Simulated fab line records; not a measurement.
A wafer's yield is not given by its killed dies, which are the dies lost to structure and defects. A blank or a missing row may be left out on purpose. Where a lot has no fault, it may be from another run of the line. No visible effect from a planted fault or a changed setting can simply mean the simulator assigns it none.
fab line records	flow ritCmos	part 1 of 2: steps 1 to 34 of 48
record: lots: 5	wafers: 15	lastDay: 6
route steps=202 shown GATE@75 FOX2@80 REOX@98 NLDD@103 PLDD@114
lots that met no fault: from a run of the same line without faults
startH: hours from the record's first day to the start of the lot's first wafer shown	waitH: time in hours since the lot's previous step	" the same as in the row above	L1.1+2: a row that stands for several wafers	- no value, or no start given	* or withheld: withheld	< > ~ a bound
route shown NAME@n: names a module that has steps shown in the file, with the first one's number in the route	usual: mean and standard deviation over wafers with no fault	same: alike in all rows	chamber/n: place in a boat	sites: the reading at each site	_std_site: the standard deviation of these	_edge_site: the outer-site mean with the inner-site mean subtracted	radiusMm: for every site, how far away it sits from the centre of the wafer	mask NAME#n: copy n	behind: tool/chamber where the wafer was last shaped	hold: why the lot went on hold/how many hours it stayed there/how the hold came to an end	device: transistor that didn't switch, given as n, p or np	end of line: the same wafers' tests at the end of the route	for a step that has no rows: nothing shown but its recipe	killed: at the first sort, the dies lost to defects and structure; wafer yield is something else	map: dies across one wafer; x = killed, . = not, _ = none there
set.NAME: the setting that was run; set.NAME@STEP: the one run at that earlier step	model.NAME: the simulator's own value behind a step, which no gauge read
a table for each step, a row for each wafer; lots at some steps of the route
services: when a tool's chamber went out of use (startH, in hours from the record's first day, below 0 if earlier), for how many hours, and the reason
== steps ==
step: RIT_GATE_WET_ETCH_00
recipe: chemistry: BOE	target: SiO2	targetDepthNm: 56	timeS: 60	dry: n2Spin	dilution: 10:1	tempC: 21.5
lot.wafer	tool	chamber	startH	waitH
L076.1+3+6	wetBench-02	1	42.00	0.1
L080.1+2+4	wetBench-04	3	63.71	0.1
L083.3+4+5	wetBench-02	1	78.65	0.0
L086.1+2+6	wetBench-04	3	95.37	0.1
L093.4+5+6	wetBench-03	1	126.11	0.0
step: RIT_GATE_CLEAN_01
recipe: chemistry: SC1	mix: 3:3:50	timeS: 600	tempC: 75
lot.wafer	tool	chamber	startH	waitH
L076.1+3+6	wetBench-03	1	42.02	0.0
L080.1+2+4	wetBench-03	0	63.73	0.0
L083.3+4+5	wetBench-04	3	78.68	0.0
L086.1+2+6	wetBench-02	1	95.40	0.0
L093.4+5+6	wetBench-04	3	126.14	0.0
step: RIT_GATE_CLEAN_02
recipe: chemistry: dHF	dilution: 50:1	timeS: 30
lot.wafer	tool	chamber	startH	waitH
L076.1+3+6	wetBench-04	0	42.22	0.0
L080.1+2+4	wetBench-02	2	64.08	0.0
L083.3+4+5	wetBench-03	3	78.85	0.0
L086.1+2+6	wetBench-03	2	95.57	0.0
L093.4+5+6	wetBench-03	2	126.33	0.0
step: RIT_GATE_CLEAN_03
recipe: chemistry: SC2	mix: 3:3:50	timeS: 600	tempC: 75	dry: n2Spin
lot.wafer	tool	chamber	startH	waitH
L076.1+3+6	wetBench-02	1	42.23	0.0
L080.1+2+4	wetBench-04	3	64.10	0.0
L083.3+4+5	wetBench-02	1	78.87	0.0
L086.1+2+6	wetBench-02	2	95.59	0.0
L093.4+5+6	wetBench-04	2	126.35	0.0
step: RIT_GATE_CLEAN_04
recipe: chemistry: dHF	dilution: 50:1	timeS: 60	dry: n2Spin
lot.wafer	tool	chamber	startH	waitH
L076.1+3+6	wetBench-04	1	42.41	0.0
L080.1+2+4	wetBench-03	3	64.29	0.0
L083.3+4+5	wetBench-04	1	79.04	0.0
L086.1+2+6	wetBench-03	0	95.77	0.0
L093.4+5+6	wetBench-03	3	126.54	0.0
step: RIT_FOX2_THK_MEAS_91
recipe: reads: SiO2_of_FOX2_OXIDATION_00
usual: FIELD_OXIDE_LEFT_2_THK: 257/5.9
lot.wafer	tool	chamber	startH	waitH	FIELD_OXIDE_LEFT_2_THK[nm]
L076.1	filmMetro-04	-	42.43	0.0	260
L076.3	"	-	"	"	263
L076.6	"	-	"	"	262
L080.1	filmMetro-01	-	64.34	0.0	243
L080.2	"	-	"	"	243
L080.4	"	-	"	"	236
L083.3	filmMetro-02	-	79.09	0.0	259
L083.4	"	-	"	"	263
L083.5	"	-	"	"	257
L086.1	filmMetro-02	-	95.79	0.0	248
L086.2	"	-	"	"	256
L086.6	"	-	"	"	252
L093.4	filmMetro-04	-	126.60	0.0	250
L093.5	"	-	"	"	252
L093.6	"	-	"	"	253
step: RIT_GATE_OXIDATION_05
recipe: tempC: 900	ambient: O2	targetThkA: 30	oxTimeS: 270
usual: spikeTcSourceC: 922/4.4
lot.wafer	tool	chamber	startH	waitH	spikeTcSourceC
L076.1	furnace-04	0	42.49	0.1	927
L076.3	"	0	"	"	926
L076.6	"	0	"	"	925
L080.1	furnace-04	0	64.40	0.1	925
L080.2	"	0	"	"	927
L080.4	"	0	"	"	929
L083.3	furnace-03	0	79.13	0.0	918
L083.4	"	0	"	"	918
L083.5	"	0	"	"	918
L086.1	furnace-01	0	95.85	0.1	926
L086.2	"	0	"	"	925
L086.6	"	0	"	"	925
L093.4	furnace-03	0	128.37	1.8	916
L093.5	"	0	"	"	917
L093.6	"	0	"	"	917
step: RIT_GATE_ANNEAL_06
recipe: tempC: 900	timeS: 600	ambient: N2O
usual: spikeTcSourceC: 923/4.2
lot.wafer	tool	chamber	startH	waitH	spikeTcSourceC
L076.1	furnace-01	0	43.57	0.0	927
L076.3	"	0	"	"	927
L076.6	"	0	"	"	925
L080.1	furnace-04	0	65.48	0.0	927
L080.2	"	0	"	"	926
L080.4	"	0	"	"	925
L083.3	furnace-04	0	80.20	0.0	927
L083.4	"	0	"	"	926
L083.5	"	0	"	"	929
L086.1	furnace-01	0	96.93	0.0	926
L086.2	"	0	"	"	926
L086.6	"	0	"	"	926
L093.4	furnace-03	0	130.76	1.3	916
L093.5	"	0	"	"	918
L093.6	"	0	"	"	918
step: RIT_GATE_THK_MEAS_07
recipe: reads: SiO2_of_GATE_OXIDATION_05
usual: GATE_OXIDE_THK: 3.03/0.06
lot.wafer	tool	chamber	startH	waitH	GATE_OXIDE_THK[nm]
L076.1	filmMetro-02	-	43.82	0.0	3.08
L076.3	"	-	"	"	3.00
L076.6	"	-	"	"	2.98
L080.1	filmMetro-04	-	65.73	0.0	3.01
L080.2	"	-	"	"	3.05
L080.4	"	-	"	"	3.01
L083.3	filmMetro-02	-	80.47	0.0	3.02
L083.4	"	-	"	"	3.03
L083.5	"	-	"	"	3.06
L086.1	filmMetro-04	-	97.18	0.0	3.02
L086.2	"	-	"	"	3.07
L086.6	"	-	"	"	3.01
L093.4	filmMetro-02	-	131.04	0.0	2.98
L093.5	"	-	"	"	3.01
L093.6	"	-	"	"	3.08
step: RIT_GATE_CVD_08
recipe: material: poly-Si	targetThkNm: 250	tempC: 610	precursor: SiH4	timeS: 2220	pressureMtorr: 300	sih4FlowSccm: 100
usual: spikeTcSourceC: 632/3.1	susceptorTempC: 609.98/0.28
lot.wafer	tool	chamber	startH	waitH	spikeTcSourceC	susceptorTempC
L076.1	lpcvd-01	0	43.88	0.1	629	609.36
L076.3	"	0	"	"	629	610.13
L076.6	"	0	"	"	630	609.64
L080.1	lpcvd-02	0	65.79	0.1	637	610.30
L080.2	"	0	"	"	637	609.95
L080.4	"	0	"	"	634	609.92
L083.3	lpcvd-02	0	80.51	0.0	635	610.23
L083.4	"	0	"	"	635	610.11
L083.5	"	0	"	"	635	609.85
L086.1	lpcvd-01	0	97.24	0.1	629	610.05
L086.2	"	0	"	"	627	610.11
L086.6	"	0	"	"	626	609.98
L093.4	lpcvd-01	1	131.07	0.0	631	610.21
L093.5	"	1	"	"	634	610.03
L093.6	"	1	"	"	633	610.27
step: RIT_GATE_THK_MEAS_09
recipe: reads: poly-Si_of_GATE_CVD_08
usual: GATE_POLY_THK: 250.0/2.4
lot.wafer	tool	chamber	startH	waitH	GATE_POLY_THK[nm]
L076.1	filmMetro-01	-	45.49	0.0	250.4
L076.3	"	-	"	"	249.8
L076.6	"	-	"	"	249.8
L080.1	filmMetro-02	-	67.40	0.0	249.6
L080.2	"	-	"	"	249.3
L080.4	"	-	"	"	248.3
L083.3	filmMetro-01	-	82.15	0.0	248.9
L083.4	"	-	"	"	247.8
L083.5	"	-	"	"	252.0
L086.1	filmMetro-04	-	99.66	0.0	252.4
L086.2	"	-	"	"	251.9
L086.6	"	-	"	"	250.5
L093.4	filmMetro-01	-	132.71	0.0	249.1
L093.5	"	-	"	"	249.8
L093.6	"	-	"	"	249.7
step: RIT_GATE_HMDS_10
recipe: primeTimeS: 60	primeTempC: 140
lot.wafer	tool	chamber	startH	waitH
L076.1+3+6	lithoTrack-04	0	45.55	0.1
L080.1+2+4	lithoTrack-03	0	67.46	0.1
L083.3+4+5	lithoTrack-04	0	82.24	0.1
L086.1+2+6	lithoTrack-03	0	99.72	0.1
L093.4+5+6	lithoTrack-04	0	133.06	0.3
step: RIT_GATE_COAT_11
recipe: resist: NOVOLAK	spinRpm: 4250	resistThkNm: 850
lot.wafer	tool	chamber	startH	waitH
L076.1+3+6	lithoTrack-04	0	45.70	0.1
L080.1+2+4	lithoTrack-03	0	67.61	0.1
L083.3+4+5	lithoTrack-04	0	82.39	0.1
L086.1+2+6	lithoTrack-03	0	99.87	0.1
L093.4+5+6	lithoTrack-04	0	133.21	0.1
step: RIT_GATE_SOFTBAKE_12
recipe: resist: NOVOLAK	tempC: 90	timeS: 60
lot.wafer	tool	chamber	startH	waitH
L076.1+3+6	lithoTrack-04	0	45.85	0.1
L080.1+2+4	lithoTrack-03	0	67.76	0.1
L083.3+4+5	lithoTrack-04	0	82.54	0.1
L086.1+2+6	lithoTrack-03	0	100.02	0.1
L093.4+5+6	lithoTrack-04	0	133.36	0.1
step: RIT_GATE_EXPOSE_13
recipe: maskId: M6	na: 0.6	sourceShape: conventional	sigmaOuter: 0.6	targetCdNm: 150	doseMj: 380
usual: reticleTempC: 23.01/0.1
same: sigmaOuter: 0.6
lot.wafer	tool	chamber	startH	waitH	mask	reticleTempC
L076.1	ilineStepper-02	0	46.00	0.1	M6#0	22.97
L076.3	"	0	"	"	M6#0	23.11
L076.6	"	0	"	"	M6#0	22.98
L080.1	ilineStepper-02	0	67.91	0.1	M6#0	23.14
L080.2	"	0	"	"	M6#0	22.95
L080.4	"	0	"	"	M6#0	22.99
L083.3	ilineStepper-01	0	82.80	0.2	M6#0	22.88
L083.4	"	0	"	"	M6#0	22.97
L083.5	"	0	"	"	M6#0	22.83
L086.1	ilineStepper-01	0	100.30	0.2	M6#0	22.89
L086.2	"	0	"	"	M6#0	22.73
L086.6	"	0	"	"	M6#0	22.71
L093.4	ilineStepper-01	0	133.50	0.1	M6#0	23.07
L093.5	"	0	"	"	M6#0	22.80
L093.6	"	0	"	"	M6#0	22.91
step: RIT_GATE_PEB_14
recipe: resist: NOVOLAK	tempC: withheld	timeS: withheld
lot.wafer	tool	chamber	startH	waitH
L076.1+3+6	lithoTrack-01	0	46.12	0.1
L080.1+2+4	lithoTrack-03	0	68.03	0.1
L083.3+4+5	lithoTrack-04	0	82.93	0.1
L086.1+2+6	lithoTrack-04	0	100.41	0.1
L093.4+5+6	lithoTrack-01	0	133.63	0.1
step: RIT_GATE_DEVELOP_15
recipe: resist: NOVOLAK	developTimeS: 50	devTempC: 23
lot.wafer	tool	chamber	startH	waitH
L076.1+3+6	lithoTrack-01	0	-	-
L080.1+2+4	lithoTrack-03	0	-	-
L083.3+4+5	lithoTrack-04	0	-	-
L086.1+2+6	lithoTrack-04	0	-	-
L093.4+5+6	lithoTrack-01	0	-	-
step: RIT_GATE_CD_MEAS_16
recipe: targetCdNm: 150
usual: cdNm: 149.1/2.4
lot.wafer	tool	chamber	startH	waitH	cdNm
L076.1	cdSem-01	-	46.40	-	151.4
L076.3	"	-	"	"	151.4
L076.6	"	-	"	"	151.3
L080.1	cdSem-01	-	68.31	-	150.3
L080.2	"	-	"	"	152.1
L080.4	"	-	"	"	151.5
L083.3	cdSem-01	-	83.21	-	148.8
L083.4	"	-	"	"	151.1
L083.5	"	-	"	"	150.7
L086.1	cdSem-02	-	100.70	-	147.0
L086.2	"	-	"	"	146.4
L086.6	"	-	"	"	146.6
L093.4	cdSem-01	-	133.90	-	148.8
L093.5	"	-	"	"	148.5
L093.6	"	-	"	"	149.1
step: RIT_GATE_OVL_MEAS_17
usual: GATE_OVL: -0.6/1.3
lot.wafer	tool	chamber	startH	waitH	GATE_OVL[nm]
L076.1	overlay-02	-	46.52	0.1	-1.5
L076.3	"	-	"	"	-0.7
L076.6	"	-	"	"	-0.5
L080.1	overlay-02	-	68.43	0.1	-1.2
L080.2	"	-	"	"	-0.7
L080.4	"	-	"	"	-0.6
L083.3	overlay-02	-	83.30	0.1	-2.3
L083.4	"	-	"	"	-1.6
L083.5	"	-	"	"	-0.2
L086.1	overlay-02	-	100.82	0.1	0.2
L086.2	"	-	"	"	-0.5
L086.6	"	-	"	"	-1.3
L093.4	overlay-02	-	133.98	0.1	0.6
L093.5	"	-	"	"	1.0
L093.6	"	-	"	"	0.0
step: RIT_GATE_HARDBAKE_18
recipe: resist: NOVOLAK	tempC: 140	timeS: 60
lot.wafer	tool	chamber	startH	waitH
L076.1+3+6	lithoTrack-01	0	46.56	0.0
L080.1+2+4	lithoTrack-03	0	68.47	0.0
L083.3+4+5	lithoTrack-04	0	83.37	0.1
L086.1+2+6	lithoTrack-03	0	100.85	0.0
L093.4+5+6	lithoTrack-01	0	134.07	0.1
step: RIT_GATE_ETCH_19
recipe: chemistry: SF6/CHF3/O2	timeS: 165	SF6_flow_sccm: 30	CHF3_flow_sccm: 30	O2_flow_sccm: 5	target: poly-Si	pressureMtorr: 40	rfW: 160	targetDepthA: 3125	overEtchFrac: 0.25	stopOn: SiO2
usual: chamberPressureMTorr: 40.00/0.037	drypumpMotorCurrentA: 6.0/0.45	oesProductAu: 0.848/0.018	throttleValvePct: 10.27/0.11
lot.wafer	tool	chamber	startH	waitH	chamberPressureMTorr	drypumpMotorCurrentA	oesProductAu	rfHoursCounterH	throttleValvePct
L076.1	rieSi-02	1	46.71	0.1	40.01	5.7	0.864	63	10.24
L076.3	"	0	"	"	39.95	5.7	0.819	20	10.24
L076.6	"	0	"	"	39.99	5.7	0.824	-	10.26
L080.1	rieSi-02	0	68.62	0.1	40.00	5.7	0.817	21	10.25
L080.2	"	1	"	"	39.99	5.7	0.862	63	10.26
L080.4	"	2	"	"	40.05	6.3	0.831	0	10.12
L083.3	rieSi-01	1	83.47	0.1	39.95	5.6	0.859	129	10.09
L083.4	"	3	"	"	40.04	6.6	0.829	59	10.30
L083.5	"	2	"	"	40.01	5.6	0.871	-	10.31
L086.1	rieSi-02	2	101.00	0.1	40.01	6.3	0.844	0	10.09
L086.2	"	3	"	"	39.97	6.7	0.870	3	10.44
L086.6	"	3	"	"	40.00	6.7	0.866	-	10.45
L093.4	rieSi-01	2	134.15	0.1	39.98	5.6	0.863	118	10.30
L093.5	"	2	"	"	39.96	5.6	0.857	-	10.29
L093.6	"	1	"	"	40.03	5.6	0.851	-	10.09
step: RIT_GATE_STRIP_20
recipe: chemistry: O2	timeS: 180	resist: NOVOLAK	platenTempC: withheld	powerW: 500	pressureMtorr: 4000	o2FlowSccm: 4000
usual: chamberPressureMTorr: 4000/3.8	drypumpMotorCurrentA: 6.0/0.4	rfReflPowerW: 7.4/1.8
lot.wafer	tool	chamber	startH	waitH	chamberPressureMTorr	drypumpMotorCurrentA	rfHoursCounterH	rfReflPowerW
L076.1	plasmaAsher-01	0	46.82	0.1	4000	5.8	25	8.8
L076.3	"	0	"	"	4007	5.8	-	8.7
L076.6	"	1	"	"	3998	6.3	-	6.4
L080.1	plasmaAsher-01	1	68.73	0.1	4007	6.3	27	6.4
L080.2	"	0	"	"	4003	5.9	27	9.0
L080.4	"	1	"	"	3999	6.3	-	6.8
L083.3	plasmaAsher-02	0	83.64	0.1	4000	6.6	-	8.9
L083.4	"	1	"	"	3991	5.7	-	5.4
L083.5	"	0	"	"	3999	6.6	-	9.0
L086.1	plasmaAsher-02	0	101.11	0.1	4003	6.6	45	8.6
L086.2	"	1	"	"	3994	5.7	45	5.5
L086.6	"	1	"	"	4003	5.7	-	5.2
L093.4	plasmaAsher-01	0	134.31	0.1	4001	5.8	-	9.1
L093.5	"	1	"	"	4003	6.3	-	6.5
L093.6	"	0	"	"	3996	5.8	-	8.8
step: RIT_GATE_CD_MEAS_90
recipe: targetCdNm: 150
usual: cdNm: 149.1/2.4
lot.wafer	tool	chamber	startH	waitH	cdNm
L076.1	cdSem-02	-	46.99	0.1	151.4
L076.3	"	-	"	"	152.0
L076.6	"	-	"	"	151.2
L080.1	cdSem-01	-	68.90	0.1	150.8
L080.2	"	-	"	"	152.6
L080.4	"	-	"	"	151.5
L083.3	cdSem-02	-	83.80	0.1	148.9
L083.4	"	-	"	"	151.2
L083.5	"	-	"	"	151.0
L086.1	cdSem-02	-	101.28	0.1	147.2
L086.2	"	-	"	"	146.6
L086.6	"	-	"	"	146.9
L093.4	cdSem-02	-	134.49	0.1	149.2
L093.5	"	-	"	"	149.0
L093.6	"	-	"	"	148.8
step: RIT_REOX_CLEAN_00
recipe: chemistry: SC1	mix: 3:3:50	timeS: 600	tempC: 75
lot.wafer	tool	chamber	startH	waitH
L076.1+3+6	wetBench-01	2	47.11	0.1
L080.1+2+4	wetBench-04	0	69.02	0.1
L083.3+4+5	wetBench-03	3	83.88	0.1
L086.1+2+6	wetBench-03	3	101.40	0.1
L093.4+5+6	wetBench-01	1	134.55	0.0
step: RIT_REOX_CLEAN_01
recipe: chemistry: dHF	dilution: 50:1	timeS: 30
lot.wafer	tool	chamber	startH	waitH
L076.1+3+6	wetBench-03	0	47.46	0.0
L080.1+2+4	wetBench-01	2	69.21	0.0
L083.3+4+5	wetBench-04	3	84.07	0.0
L086.1+2+6	wetBench-01	0	101.58	0.0
L093.4+5+6	wetBench-04	2	134.74	0.0
step: RIT_REOX_CLEAN_02
recipe: chemistry: SC2	mix: 3:3:50	timeS: 600	tempC: 75	dry: n2Spin
lot.wafer	tool	chamber	startH	waitH
L076.1+3+6	wetBench-04	2	47.48	0.0
L080.1+2+4	wetBench-03	0	69.23	0.0
L083.3+4+5	wetBench-03	0	84.08	0.0
L086.1+2+6	wetBench-03	0	101.60	0.0
L093.4+5+6	wetBench-01	2	134.76	0.0
step: RIT_REOX_OXIDATION_03
recipe: tempC: 900	ambient: O2	targetThkA: 252	oxTimeS: 5580
usual: spikeTcSourceC: 923/3.5
lot.wafer	tool	chamber	startH	waitH	spikeTcSourceC
L076.1	furnace-02	0	48.25	0.6	925
L076.3	"	0	"	"	925
L076.6	"	0	"	"	925
L080.1	furnace-03	0	71.01	1.4	918
L080.2	"	0	"	"	918
L080.4	"	0	"	"	918
L083.3	furnace-02	0	84.27	0.0	924
L083.4	"	0	"	"	926
L083.5	"	0	"	"	927
L086.1	furnace-03	0	102.65	0.9	915
L086.2	"	0	"	"	916
L086.6	"	0	"	"	918
L093.4	furnace-02	0	135.77	0.8	924
L093.5	"	0	"	"	925
L093.6	"	0	"	"	925
step: RIT_REOX_THK_MEAS_04
recipe: reads: SiO2_of_REOX_OXIDATION_03
usual: REOX_OXIDE_THK: 25.4/0.39
lot.wafer	tool	chamber	startH	waitH	REOX_OXIDE_THK[nm]
L076.1	filmMetro-02	-	50.80	0.0	25.3
L076.3	"	-	"	"	25.2
L076.6	"	-	"	"	24.6
L080.1	filmMetro-02	-	73.56	0.0	25.1
L080.2	"	-	"	"	25.3
L080.4	"	-	"	"	25.2
L083.3	filmMetro-01	-	86.84	0.0	24.9
L083.4	"	-	"	"	25.1
L083.5	"	-	"	"	24.9
L086.1	filmMetro-01	-	105.20	0.0	25.1
L086.2	"	-	"	"	24.9
L086.6	"	-	"	"	24.9
L093.4	filmMetro-03	-	138.35	0.0	25.2
L093.5	"	-	"	"	25.1
L093.6	"	-	"	"	24.8
step: RIT_NLDD_HMDS_00
recipe: primeTimeS: 60	primeTempC: 140
lot.wafer	tool	chamber	startH	waitH
L076.1+3+6	lithoTrack-01	0	50.86	0.1
L080.1+2+4	lithoTrack-04	0	73.62	0.1
L083.3+4+5	lithoTrack-04	0	86.93	0.1
L086.1+2+6	lithoTrack-04	0	105.26	0.1
L093.4+5+6	lithoTrack-04	0	138.45	0.1
step: RIT_NLDD_COAT_01
recipe: resist: NOVOLAK	spinRpm: 3250	resistThkNm: 1000
lot.wafer	tool	chamber	startH	waitH
L076.1+3+6	lithoTrack-01	0	51.01	0.1
L080.1+2+4	lithoTrack-04	0	73.77	0.1
L083.3+4+5	lithoTrack-04	0	87.08	0.1
L086.1+2+6	lithoTrack-04	0	105.41	0.1
L093.4+5+6	lithoTrack-04	0	138.60	0.1
step: RIT_NLDD_SOFTBAKE_02
recipe: resist: NOVOLAK	tempC: 90	timeS: 60
lot.wafer	tool	chamber	startH	waitH
L076.1+3+6	lithoTrack-01	0	51.16	0.1
L080.1+2+4	lithoTrack-04	0	73.92	0.1
L083.3+4+5	lithoTrack-04	0	87.23	0.1
L086.1+2+6	lithoTrack-04	0	105.56	0.1
L093.4+5+6	lithoTrack-04	0	138.75	0.1
step: RIT_NLDD_EXPOSE_03
recipe: maskId: M7	na: 0.57	targetCdNm: 40700	doseMj: 250
usual: reticleTempC: 23.00/0.099
lot.wafer	tool	chamber	startH	waitH	mask	reticleTempC
L076.1	ilineStepper-01	0	51.31	0.1	M7#0	23.17
L076.3	"	0	"	"	M7#0	23.07
L076.6	"	0	"	"	M7#0	23.12
L080.1	ilineStepper-01	0	74.19	0.2	M7#0	23.09
L080.2	"	0	"	"	M7#0	23.12
L080.4	"	0	"	"	M7#0	23.09
L083.3	ilineStepper-02	0	87.50	0.2	M7#0	23.02
L083.4	"	0	"	"	M7#0	23.24
L083.5	"	0	"	"	M7#0	23.10
L086.1	ilineStepper-02	0	105.71	0.1	M7#0	23.10
L086.2	"	0	"	"	M7#0	23.22
L086.6	"	0	"	"	M7#0	23.02
L093.4	ilineStepper-02	0	138.89	0.1	M7#0	22.82
L093.5	"	0	"	"	M7#0	23.05
L093.6	"	0	"	"	M7#0	23.05
step: RIT_NLDD_PEB_04
recipe: resist: NOVOLAK	tempC: withheld	timeS: withheld
lot.wafer	tool	chamber	startH	waitH
L076.1+3+6	lithoTrack-02	0	51.43	0.1
L080.1+2+4	lithoTrack-04	0	74.31	0.1
L083.3+4+5	lithoTrack-02	0	87.63	0.1
L086.1+2+6	lithoTrack-02	0	105.82	0.1
L093.4+5+6	lithoTrack-02	0	139.02	0.1
step: RIT_NLDD_DEVELOP_05
recipe: resist: NOVOLAK	developTimeS: 50	devTempC: 23
lot.wafer	tool	chamber	startH	waitH
L076.1+3+6	lithoTrack-02	0	-	-
L080.1+2+4	lithoTrack-04	0	-	-
L083.3+4+5	lithoTrack-02	0	-	-
L086.1+2+6	lithoTrack-02	0	-	-
L093.4+5+6	lithoTrack-02	0	-	-
